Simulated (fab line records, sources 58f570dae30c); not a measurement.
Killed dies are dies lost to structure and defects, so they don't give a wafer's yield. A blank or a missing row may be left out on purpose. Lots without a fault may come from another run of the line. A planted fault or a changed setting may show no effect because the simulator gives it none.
Which tool did it? | flow berkeley_cmos170 | 15 lots, 45 wafers sampled, at 5 steps of a route of 331

WHAT THE GAUGES READ, wafer by wafer
UCB170_PWELL_TW_MEAS_17. Usual: PWELL_TW 378.9, standard deviation 1.9.
lot  | measured    | on            | PWELL_TW          | flag
L885 | day 3 18:16 | film_metro-01 | 377.5 379.5 379.8 |
L887 | day 3 18:20 | film_metro-04 | 383.2 380.7 380.5 |
L890 | day 4 20:02 | film_metro-01 | 378.1 376.6 376.0 |
L891 | day 4 20:53 | film_metro-02 | 375.2 378.3 376.8 |
L893 | day 5 08:05 | film_metro-04 | 377.7 378.1 379.0 |
L895 | day 5 15:44 | film_metro-04 | 380.9 379.6 377.5 |
L897 | day 5 21:50 | film_metro-02 | 382.0 381.3 378.2 |
L896 | day 5 21:52 | film_metro-01 | 402.9 401.2 404.0 | OFF
L899 | day 6 04:20 | film_metro-01 | 399.5 398.0 398.8 | OFF
L902 | day 7 02:13 | film_metro-01 | 377.8 378.6 379.2 |
L903 | day 7 06:19 | film_metro-04 | 398.7 401.1 398.7 | OFF
L905 | day 7 17:09 | film_metro-04 | 377.0 375.1 374.9 |
L904 | day 7 17:22 | film_metro-01 | 377.8 376.6 377.8 |
L906 | day 8 00:41 | film_metro-04 | 377.1 380.1 379.8 |
L908 | day 8 08:01 | film_metro-04 | 378.9 381.4 380.7 |

UCB170_M3_THK_MEAS_03: measures by xrf. Usual: M3_AL_THK 887 nm, standard deviation 9.4.
lot  | measured     | on            | M3_AL_THK (nm) | flag
L885 | day 9 04:16  | film_metro-04 | 886 898 893    |
L887 | day 9 05:31  | film_metro-04 | 887 892 894    |
L890 | day 10 04:05 | film_metro-03 | 882 874 880    |
L891 | day 10 03:30 | film_metro-04 | 893 895 897    |
L893 | day 10 19:22 | film_metro-02 | 883 873 890    |
L895 | day 10 22:32 | film_metro-02 | 892 890 888    |
L897 | day 10 21:10 | film_metro-02 | 877 879 879    |
L896 | day 11 05:54 | film_metro-02 | 892 882 886    |
L899 | day 11 05:37 | film_metro-04 | 883 891 872    |
L902 | day 12 07:43 | film_metro-04 | 904 895 891    |
L903 | day 12 05:26 | film_metro-03 | 878 888 895    |
L905 | day 13 06:25 | film_metro-03 | 889 888 891    |
L904 | day 13 05:22 | film_metro-03 | 888 884 892    |
L906 | day 13 20:57 | film_metro-03 | 878 880 895    |
L908 | day 13 12:58 | film_metro-02 | 894 882 890    |

WHICH TOOL RAN EACH LOT (tool, then ch and the chambers of the sampled wafers, then the start)
lot  | UCB170_PWELL_IMPLANT_15        | UCB170_PSD_STRIP_09                  | UCB170_M3_SPUTTER_01
L885 | implanter-04 ch 0, day 3 18:01 | plasma_asher-01 ch 0,1, day 7 23:06  | pvd_sputter-01, day 9 04:03
L887 | implanter-03 ch 0, day 3 18:07 | plasma_asher-02 ch 0,1, day 7 23:38  | pvd_sputter-01, day 9 05:18
L890 | implanter-01 ch 0, day 4 19:47 | plasma_asher-01 ch 0,1, day 9 05:32  | pvd_sputter-03, day 10 03:52
L891 | implanter-01 ch 0, day 4 20:41 | plasma_asher-03 ch 0,1, day 9 05:17  | pvd_sputter-01, day 10 03:19
L893 | implanter-01 ch 0, day 5 07:50 | plasma_asher-01 ch 0,1, day 9 19:37  | pvd_sputter-03, day 10 19:10
L895 | implanter-03 ch 0, day 5 15:29 | plasma_asher-01 ch 0,1, day 9 20:21  | pvd_sputter-03, day 10 22:20
L897 | implanter-04 ch 0, day 5 21:35 | plasma_asher-03 ch 0,1, day 9 20:01  | pvd_sputter-02, day 10 20:58
L896 | implanter-03 ch 0, day 5 21:38 | plasma_asher-03 ch 0,1, day 10 07:53 | pvd_sputter-01, day 11 05:41
L899 | implanter-03 ch 0, day 6 04:05 | plasma_asher-03 ch 0,1, day 10 07:36 | pvd_sputter-02, day 11 05:25
L902 | implanter-04 ch 0, day 7 01:59 | plasma_asher-01 ch 0, day 11 06:33   | pvd_sputter-02, day 12 07:30
L903 | implanter-03 ch 0, day 7 06:04 | plasma_asher-02 ch 0,1, day 11 05:56 | pvd_sputter-02, day 12 05:14
L905 | implanter-04 ch 0, day 7 16:57 | plasma_asher-03 ch 0,1, day 12 02:36 | pvd_sputter-03, day 13 06:11
L904 | implanter-04 ch 0, day 7 17:07 | plasma_asher-01 ch 0,1, day 12 02:29 | pvd_sputter-01, day 13 05:09
L906 | implanter-04 ch 0, day 8 00:26 | plasma_asher-01 ch 0,1, day 12 19:25 | pvd_sputter-02, day 13 20:45
L908 | implanter-04 ch 0, day 8 07:47 | plasma_asher-01 ch 0,1, day 12 12:47 | pvd_sputter-03, day 13 12:46
- UCB170_PWELL_IMPLANT_15
- UCB170_PSD_STRIP_09: strips in O2.
- UCB170_M3_SPUTTER_01: material Al, target thk 900 nm, time 120 s.

WHAT THE TOOLS THEMSELVES READ (means of the sampled wafers that have a number; where no wafer has one, the mark that the record gives instead)
UCB170_PWELL_IMPLANT_15. Usual: beam_on_s 10.02 s, standard deviation 0.21; end_station_pressure_torr 5.03e-06 Torr, standard deviation 2.4e-07; faraday_current_uA 15.8, standard deviation 0.32.
lot  | tool         | beam_on_s (s) | end_station_pressure_torr (Torr) | faraday_current_uA | flag
L885 | implanter-04 | 10.06         | 5.09e-06                         | 15.7               |
L887 | implanter-03 | 10.09         | 5.08e-06                         | 15.7               |
L890 | implanter-01 | 9.76          | 5.11e-06                         | 16.3               |
L891 | implanter-01 | 10.21         | 5.14e-06                         | 15.5               |
L893 | implanter-01 | 9.83          | 5.09e-06                         | 16.1               |
L895 | implanter-03 | 10.06         | 4.88e-06                         | 15.7               |
L897 | implanter-04 | 9.98          | 5.13e-06                         | 15.9               |
L896 | implanter-03 | 12.02         | 9.88e-05                         | 13.4               | OFF
L899 | implanter-03 | 12.38         | 9.53e-05                         | 13.0               | OFF
L902 | implanter-04 | 10.13         | 5.21e-06                         | 15.7               |
L903 | implanter-03 | 12.13         | 9.38e-05                         | 13.2               | OFF
L905 | implanter-04 | 10.13         | 5.04e-06                         | 15.7               |
L904 | implanter-04 | 9.98          | 4.89e-06                         | 15.8               |
L906 | implanter-04 | 10.00         | 4.77e-06                         | 15.9               |
L908 | implanter-04 | 10.04         | 4.91e-06                         | 15.8               |

UCB170_PSD_STRIP_09. Usual: drypump_motor_current_A 5.81 A, standard deviation 0.17; oes_product_au 0.603 a.u., standard deviation 0.0046; strip_time_to_endpoint_s 29.25 s, standard deviation 0.079.
lot  | tool            | drypump_motor_current_A (A) | oes_product_au (a.u.) | strip_time_to_endpoint_s (s) | flag
L885 | plasma_asher-01 | 5.78                        | 0.605                 | 29.24                        |
L887 | plasma_asher-02 | 5.83                        | 0.608                 | 29.38                        |
L890 | plasma_asher-01 | 5.65                        | 0.604                 | 29.16                        |
L891 | plasma_asher-03 | 5.95                        | 0.596                 | 29.29                        |
L893 | plasma_asher-01 | 5.66                        | 0.601                 | 29.22                        |
L895 | plasma_asher-01 | 5.66                        | 0.602                 | 29.31                        |
L897 | plasma_asher-03 | 5.84                        | 0.602                 | 29.27                        |
L896 | plasma_asher-03 | 5.94                        | 0.604                 | 29.15                        |
L899 | plasma_asher-03 | 5.93                        | 0.603                 | 29.29                        |
L902 | plasma_asher-01 | 5.56                        | 0.604                 | 29.37                        |
L903 | plasma_asher-02 | 5.85                        | 0.607                 | 29.21                        |
L905 | plasma_asher-03 | 5.93                        | 0.604                 | 29.23                        |
L904 | plasma_asher-01 | 5.76                        | 0.604                 | 29.15                        |
L906 | plasma_asher-01 | 5.67                        | 0.600                 | 29.28                        |
L908 | plasma_asher-01 | 5.68                        | 0.599                 | 29.19                        |

UCB170_M3_SPUTTER_01. Usual: throttle_valve_pct 30.1 %, standard deviation 1.
lot  | tool           | throttle_valve_pct (%) | flag
L885 | pvd_sputter-01 | 29.8                   |
L887 | pvd_sputter-01 | 30.7                   |
L890 | pvd_sputter-03 | 30.7                   |
L891 | pvd_sputter-01 | 30.8                   |
L893 | pvd_sputter-03 | 30.6                   |
L895 | pvd_sputter-03 | 29.6                   |
L897 | pvd_sputter-02 | 29.7                   |
L896 | pvd_sputter-01 | 29.8                   |
L899 | pvd_sputter-02 | 29.9                   |
L902 | pvd_sputter-02 | 29.8                   |
L903 | pvd_sputter-02 | 29.7                   |
L905 | pvd_sputter-03 | 30.3                   |
L904 | pvd_sputter-01 | 30.8                   |
L906 | pvd_sputter-02 | 29.4                   |
L908 | pvd_sputter-03 | 31.0                   |

THE ANSWER, worked out from the rows above alone
Rule: a lot is off if the mean of its wafers that have a number lies more than 3 standard deviations from the usual mean. A lot without any number at a reading at which 4 lots or more have one is off too. The other lots that the step has rows for count as sound. The gauges are gone through in route order, then the tools' own readings, and for those a lot's mean is taken as printed above. The first step at which some lot is off is used, and at that step the reading that is off furthest; a lot without a number counts as furthest.
Off: L896, L899, L903, at UCB170_PWELL_TW_MEAS_17 (PWELL_TW).
A tool fits if, at a process step before that reading, it ran every lot that is off, and no sound lot after the first of them. The gauges at UCB170_PWELL_TW_MEAS_17 aren't tried: what is off there is off at UCB170_PWELL_IMPLANT_15 too, on other tools, and a gauge's error can't cause that. One fits: implanter-03 at UCB170_PWELL_IMPLANT_15. Its last sound lot is L895 (day 5 15:29), its first lot that is off L896 (day 5 21:38): a fault that began between those two fits.
The tool's own readings at UCB170_PWELL_IMPLANT_15 bear it out: on the lots that are off they differ by more than 5 times the standard deviation of the sound lots' means. beam_on_s reads 12.18 s there against 10.02 s on the sound lots; end_station_pressure_torr reads 9.60e-05 Torr there against 5.03e-06 Torr on the sound lots; faraday_current_uA reads 13.2 there against 15.8 on the sound lots.

WHAT THE SIMULATOR HAD PUT IN
Process parameter drift: implanter-03, from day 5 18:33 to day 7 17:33, at UCB170_PWELL_IMPLANT_15. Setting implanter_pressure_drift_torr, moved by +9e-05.
Process parameter drift: implanter-03, from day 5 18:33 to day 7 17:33, at UCB170_PWELL_IMPLANT_15. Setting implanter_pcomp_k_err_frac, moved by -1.
Lots struck among those shown: L896, L899, L903. The rule above found the same.
